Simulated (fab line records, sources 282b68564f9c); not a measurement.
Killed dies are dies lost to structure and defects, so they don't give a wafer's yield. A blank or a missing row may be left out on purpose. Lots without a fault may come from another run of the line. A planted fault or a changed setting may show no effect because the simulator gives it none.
Chamber matching | flow rit_cmos | RIT_GATE_ETCH_19 on rie_si-02: 4 sister chambers
The step etches poly-Si in SF6/CHF3/O2, stops on SiO2, time 165 s, target depth 312.5 nm. 4 wafers are shown with their chamber, then 7 later ones without.

WAFERS WITH THEIR CHAMBER
wafer  | chamber | throttle_valve_pct (%)
L878.3 | 2       | 10.33
L880.4 | 0       | 10.12
L893.1 | 1       | 10.16
L893.2 | 3       | 10.42

WAFERS WITHOUT THEIR CHAMBER
wafer  | throttle_valve_pct (%)
L893.4 | 10.13
L895.2 | 10.43
L895.3 | 10.15
L895.6 | 10.10
L899.4 | 10.43
L899.5 | 10.17
L899.6 | 10.30

WHICH CHAMBER EACH WENT THROUGH
wafer  | from the rows above     | in truth
L893.4 | can't be placed: 0 or 1 | 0
L895.2 | 3                       | 3
L895.3 | can't be placed: 1 or 0 | 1
L895.6 | 0                       | 0
L899.4 | 3                       | 3
L899.5 | 1                       | 1
L899.6 | 2                       | 2
Placed correctly: 5 of 7. Can't be placed from these rows: 2 (the true chamber is among the candidates in 2). Placed wrongly: 0.
How it was worked out, from the rows above alone: a wafer's distance from a chamber is the root of the sum, over the readings, of the square of ((its reading less the chamber's mean) divided by the reading's scatter). The wafer belongs to the nearest chamber; if the next one is less than 2 further off, it can't be placed. A chamber's mean is the mean of its shown wafers. The scatter: with one shown wafer a chamber, the root of the mean of the squares of how far each hidden wafer lies from its nearest shown one.
